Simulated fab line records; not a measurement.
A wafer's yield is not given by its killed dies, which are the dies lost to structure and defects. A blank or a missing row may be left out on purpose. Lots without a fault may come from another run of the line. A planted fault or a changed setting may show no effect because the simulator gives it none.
Struck lot and sound lot, side by side + flow berkeley_cmos170 + 14 steps out of a route of 331
Sound: the wafers L848.2, L848.3, L848.6. Struck: wafers L854.2, L854.4, L854.5. At the end, the cause is stated.
Per side, at each step with rows, come the tool, then ch with its chambers, and then its first start. Under that, the readings that differ: sound wafers + struck wafers + difference of the means + sigmas: that difference in standard deviations of wafers without a fault.
alike: words and numbers the same on both sides, and readings whose means are apart by under 2 such deviations; not compared: readings that were withheld, readings missing a value for some wafer, numbers with overlapping values and no deviation given by the record, and bounds like >300 which may hide the same value.
Wherever a step has rows on one side only, a row that says differs or no value, or a row with sigmas, the two part there. Numbers that don't overlap but have no deviation are shown without sigmas and don't part them. A reading missing from all wafers of one side parts the sides only when that side holds two or more wafers.

first, 3 steps without rows for these wafers: UCB170_NVT_EXPOSE_03 (exposes mask PWELL, target cd 3000 nm); UCB170_NVT_PEB_04; UCB170_NVT_DEVELOP_05 (develop time 45 s).
UCB170_NVT_OVL_MEAS_06:
  sound on overlay-01, day 7 05:59; struck on overlay-02, day 8 13:49
  alike: NVT_OVL
following that, these wafers have no rows for 1 step: UCB170_NVT_IMPLANT_07.
UCB170_NVT_STRIP_08: strips in O2.
  sound on plasma_asher-03 ch 0,1, day 7 06:10; struck on plasma_asher-04 ch 0,1, day 8 13:59
  alike: drypump_motor_current_A, o2_flow_sccm, oes_product_au, strip_time_to_endpoint_s
  not compared: rf_hours_counter_h
UCB170_NVT_TW_MEAS_09:
  sound on film_metro-03, day 7 06:17; struck on film_metro-02, day 8 14:06
  alike: NVT_TW
then, 5 steps without rows for these wafers: UCB170_NVT_CLEAN_10 (cleans in SPM, time 600 s); UCB170_PVT_HMDS_00 (prime time 60 s); UCB170_PVT_COAT_01 (resist thk 900 nm); UCB170_PVT_SOFTBAKE_02 (time 60 s); UCB170_PVT_EXPOSE_03 (exposes mask NWELL, target cd 3000 nm).
UCB170_PVT_PEB_04:
  sound on litho_track-02 ch 0, day 7 07:22; struck on litho_track-02, day 8 18:02
  no value came back on the struck wafers for chill_plate_temp_C (C), exhaust_pa (Pa); on the sound wafers chill_plate_temp_C (C) reads 23.11 23.01 23.14
then, 1 step without rows for these wafers: UCB170_PVT_DEVELOP_05 (develop time 45 s).

WHERE THEY PART
Only at UCB170_PVT_PEB_04, within this record.

WHY: what the simulator had put in
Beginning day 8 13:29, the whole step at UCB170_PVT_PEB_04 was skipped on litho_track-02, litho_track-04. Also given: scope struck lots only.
